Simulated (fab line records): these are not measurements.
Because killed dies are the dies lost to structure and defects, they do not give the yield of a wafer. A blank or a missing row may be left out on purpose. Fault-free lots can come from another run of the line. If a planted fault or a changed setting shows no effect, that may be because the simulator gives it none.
A lot that was struck, set against a sound lot | flow rit-cmos | 18 out of 202 route steps
Sound: wafers L617.2, L617.4, L617.6. Struck: wafers L613.1, L613.2, L613.4. At the end, the cause is stated.
At each step with rows: each side's tool, then ch and its chambers, then its first start. Under that, the readings that differ: sound wafers | struck wafers | difference of the means | sigmas: that difference in standard deviations of wafers without a fault.
alike: readings with means less than 2 such deviations apart, plus words and numbers identical on both sides. not compared: withheld readings, readings lacking a value on some wafer, bounds such as >300 that could conceal the same value, and numbers that have no deviation in the record and whose values overlap.
Wherever a step has rows on one side only, a row that says differs or no value, or a row with sigmas, the two part there. Non-overlapping numbers with no deviation appear without sigmas and do not part them. A reading that every wafer of one side lacks parts them only if that side has two wafers or more.

first, 4 steps without rows for these wafers: RIT_NLDD_SOFTBAKE_02 (time 60 s); RIT_NLDD_EXPOSE_03 (exposes mask M7, target cd 40700 nm); RIT_NLDD_PEB_04; RIT_NLDD_DEVELOP_05 (develop time 50 s).
RIT_NLDD_OVL_MEAS_06:
  struck on overlay-01, day 5 01:45; sound on overlay-01, day 5 21:23
  reading       | sound        | struck      | difference | sigmas
  NLDD_OVL (nm) | -0.5 0.3 1.1 | 4.1 3.0 3.7 | +3.3       | +2
then, 2 steps without rows for these wafers: RIT_NLDD_HARDBAKE_07 (time 60 s); RIT_NLDD_IMPLANT_08.
RIT_NLDD_STRIP_09: strips in O2, time 180 s.
  sound on plasma-asher-02 ch 0,1, day 5 21:43; struck on plasma-asher-03 ch 0,1, day 5 02:05
  alike: drypump-motor-current-A, rf-refl-power-W
  not compared: rf-hours-counter-h
RIT_NLDD_TW_MEAS_10:
  struck on film-metro-01, day 5 02:16; sound on film-metro-03, day 5 21:54
  alike: NLDD_TW
then, 3 steps without rows for these wafers: RIT_PLDD_HMDS_00 (prime time 60 s); RIT_PLDD_COAT_01 (resist thk 1000 nm); RIT_PLDD_SOFTBAKE_02 (time 60 s).
RIT_PLDD_EXPOSE_03: exposes mask M8, target cd 40900 nm.
  sound on iline-stepper-02 ch 0, day 5 22:32; struck on iline-stepper-01 ch 0, day 5 02:46
  reading                      | sound                      | struck            | difference | sigmas
  model.PLDD.overlay-x-nm (nm) | -0.03495 -0.03495 -0.03495 | 129.7 129.7 129.7 | +129.7     |
  alike: mask
then, 2 steps without rows for these wafers: RIT_PLDD_PEB_04; RIT_PLDD_DEVELOP_05 (develop time 50 s).
RIT_PLDD_OVL_MEAS_06:
  struck on overlay-02, day 5 03:10; sound on overlay-02, day 5 22:56
  reading       | sound        | struck            | difference | sigmas
  PLDD_OVL (nm) | 1.7 -0.3 0.8 | 129.7 129.9 130.3 | +129.2     | +92
then, 1 step without rows for these wafers: RIT_PLDD_HARDBAKE_07 (time 60 s).
RIT_M1_PROBE_99:
  struck on prober-02, day 5 17:47; sound on prober-02, day 6 13:52
  reading                        | sound          | struck         | difference | sigmas
  model.etest.pldd.width-nm (nm) | 3182 3208 3191 | 3125 3122 3145 | -63        |
  alike: killed-at-contacts, killed-at-front-end, killed-dies, killed-open, killed-short

== WHERE THEY PART ==
Earliest at RIT_NLDD_OVL_MEAS_06; latest, in this record, at RIT_PLDD_OVL_MEAS_06. Later steps at which nothing parts them and some readings are alike: RIT_M1_PROBE_99.

WHY: whatever the simulator had introduced
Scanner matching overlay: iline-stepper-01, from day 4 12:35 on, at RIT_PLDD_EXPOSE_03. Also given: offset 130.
